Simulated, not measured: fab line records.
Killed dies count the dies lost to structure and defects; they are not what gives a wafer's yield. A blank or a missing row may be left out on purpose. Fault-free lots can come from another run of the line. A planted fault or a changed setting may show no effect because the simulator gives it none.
Chamber matching    flow berkeley cmos170    UCB170_SPACER_ETCHBACK_03 on rie diel-01: 4 sister chambers
The step etches SiO2 in CHF3/CF4/Ar, stops on Si, target depth 376 nm, time 100 s. 16 wafers are shown with their chamber, then 8 later ones without.

WAFERS PAIRED WITH THEIR CHAMBERS
wafer   chamber  drypump motor current A (A)  throttle valve pct (%)  CHF3_flow_sccm (sccm)
L077.1  1        6.4                          6.69                    50.11
L077.5  0        5.9                          6.65                    50.26
L077.6  1        6.4                          6.69                    50.31
L080.1  0        5.9                          6.64                    50.06
L080.4  3        5.5                          6.41                    49.96
L080.5  3        5.5                          6.41                    49.97
L082.1  1        6.5                          6.68                    49.98
L082.4  3        5.5                          6.41                    49.92
L082.5  1        6.4                          6.68                    50.19
L086.1  1        6.4                          6.67                    50.14
L086.3  2        6.1                          6.64                    50.44
L086.5  3        5.5                          6.40                    50.34
L090.3  3        5.5                          6.41                    49.79
L090.5  3        5.5                          6.42                    49.87
L090.6  1        6.4                          6.69                    50.04
L092.1  3        5.5                          6.42                    50.08

SIGNATURES (means of the wafers above)
reading                  chamber 0  chamber 1  chamber 2  chamber 3  scatter within a chamber
drypump motor current A  5.900      6.417      6.100      5.500      0.0264
throttle valve pct       6.6450     6.6833     6.6400     6.4114     0.00747
CHF3_flow_sccm           50.1600    50.1283    50.4400    49.9900    0.152
Rule: a wafer lies at a distance from a chamber equal to the root of the sum of squares, over the readings, of (its reading less the chamber's mean, divided by the reading's scatter). If the next closest chamber is less than 2 further off than the closest, the wafer can't be placed; otherwise it belongs to the closest. The scatter is the square root of a quotient: the sum, over the shown wafers, of each reading's squared deviation from its chamber's mean, divided by wafers minus chambers.

WAFERS MISSING THEIR CHAMBER
wafer   drypump motor current A (A)  throttle valve pct (%)  CHF3_flow_sccm (sccm)
L092.4  6.4                          6.69                    50.12
L092.5  5.9                          6.63                    50.20
L093.1  6.5                          6.68                    50.17
L093.2  5.9                          6.65                    49.79
L093.3  5.5                          6.39                    49.98
L095.1  6.4                          6.68                    50.00
L095.4  5.9                          6.65                    49.82
L095.5  5.9                          6.64                    49.90

CHAMBER TAKEN BY EACH
wafer   from the rows above  in truth
L092.4  1                    1
L092.5  0                    0
L093.1  1                    1
L093.2  0                    0
L093.3  3                    3
L095.1  1                    1
L095.4  0                    0
L095.5  0                    0
Correct placement for 8 of the 8. From these rows, 0 cannot be placed. Number placed wrongly: 0.
